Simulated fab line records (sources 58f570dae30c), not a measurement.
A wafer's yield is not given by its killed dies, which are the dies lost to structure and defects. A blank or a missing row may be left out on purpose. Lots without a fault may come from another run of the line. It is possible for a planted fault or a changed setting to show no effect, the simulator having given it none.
Tool commonality check ; flow berkeley-cmos170 ; 16 lots and 48 wafers in the sample

## WHY THIS WAS OPENED
4 of 16 lots carry a flag on the reading ACTIVE_OXIDE_THK at UCB170_ACTIVE_THK_MEAS_03. Fault-free wafers read 26.1 nm, with a standard deviation of 0.41.
Rule: flag the lot when none of its wafers has a number, or when each of its wafers that has one lies beyond 4 standard deviations from that mean. The rest of the lots are taken to be sound.

lot;measured;on;ACTIVE_OXIDE_THK (nm), wafer by wafer;flag
L509;day 3 20:27;film-metro-04;26.3 26.4 26.2;
L510;day 4 02:05;film-metro-01;25.6 25.7 25.9;
L511;day 4 04:54;film-metro-01;26.1 26.4 26.3;
L512;day 4 11:58;film-metro-03;26.5 26.5 26.6;
L513;day 4 22:16;film-metro-01;26.2 26.0 26.3;
L514;day 4 22:20;film-metro-01;25.9 25.9 26.2;
L516;day 5 02:13;film-metro-01;26.1 26.0 25.8;
L517;day 5 18:14;film-metro-03;37.7 37.8 37.5;FLAGGED
L518;day 6 03:55;film-metro-03;38.3 37.5 37.4;FLAGGED
L519;day 6 03:55;film-metro-01;37.2 37.1 37.0;FLAGGED
L520;day 6 03:55;film-metro-04;38.2 38.2 38.5;FLAGGED
L528;day 7 21:01;film-metro-03;26.0 25.8 26.5;
L529;day 7 21:05;film-metro-04;26.9 26.2 26.7;
L530;day 8 07:17;film-metro-03;26.3 26.6 26.3;
L531;day 8 13:17;film-metro-04;26.3 26.2 26.2;
L532;day 8 13:17;film-metro-01;27.0 26.8 26.7;
The numbers of the flagged lots are 37.7 nm on average: +11.6 nm against the usual, or +28 standard deviations.

## WHICH TOOL RAN EACH LOT
The record keeps 1 process step preceding the reading, out of 331 steps on the route. In each cell: the tool, then ch and the chambers that the sampled wafers went through, then the start.
lot;flag;UCB170_ACTIVE_OXIDATION_02
L509;;furnace-02 ch 0, day 3 19:06
L510;;furnace-02 ch 0, day 4 00:42
L511;;furnace-02 ch 0, day 4 03:33
L512;;furnace-03 ch 0, day 4 10:37
L513;;furnace-02 ch 0, day 4 20:55
L514;;furnace-02 ch 0, day 4 20:55
L516;;furnace-02 ch 0, day 5 00:51
L517;FLAGGED;furnace-02 ch 0, day 5 16:52
L518;FLAGGED;furnace-02 ch 0, day 6 02:33
L519;FLAGGED;furnace-02 ch 0, day 6 02:33
L520;FLAGGED;furnace-02 ch 0, day 6 02:33
L528;;furnace-03 ch 0, day 7 19:40
L529;;furnace-03 ch 0, day 7 19:40
L530;;furnace-03 ch 0, day 8 05:56
L531;;furnace-02 ch 0, day 8 11:56
L532;;furnace-02 ch 0, day 8 11:56
What is done by these steps:
- UCB170_ACTIVE_OXIDATION_02: target thk 26.4 nm, ox time 1260 s.
- UCB170_ACTIVE_THK_MEAS_03

## FLAGGED AGAINST TOTAL, ONE TOOL AT A TIME (gauges that did the reading follow at the end)
step;tool;lots run;flagged;share of the flagged lots;sound lots run after its first flagged lot
UCB170_ACTIVE_OXIDATION_02;furnace-02;12;4;all;2 (L531,L532)
UCB170_ACTIVE_OXIDATION_02;furnace-03;4;0;none;-
UCB170_ACTIVE_THK_MEAS_03;film-metro-01;7;1;some;1 (L532)
UCB170_ACTIVE_THK_MEAS_03;film-metro-03;5;2;some;2 (L528,L530)
UCB170_ACTIVE_THK_MEAS_03;film-metro-04;4;1;some;2 (L529,L531)

## WHAT IS ALLOWED BY THE TABLE
Rows of the table that ran each flagged lot: 1, that is furnace-02 at UCB170_ACTIVE_OXIDATION_02.
- furnace-02 at UCB170_ACTIVE_OXIDATION_02 ran 12 lots, 4 of them flagged. Lots that were sound ran on it after the first flagged one (L531, L532); a persistent fault on the entire tool would not allow that.
No row of the table ran every flagged lot and no sound lot after the first.

## WHAT THE SIMULATOR HAD INSERTED
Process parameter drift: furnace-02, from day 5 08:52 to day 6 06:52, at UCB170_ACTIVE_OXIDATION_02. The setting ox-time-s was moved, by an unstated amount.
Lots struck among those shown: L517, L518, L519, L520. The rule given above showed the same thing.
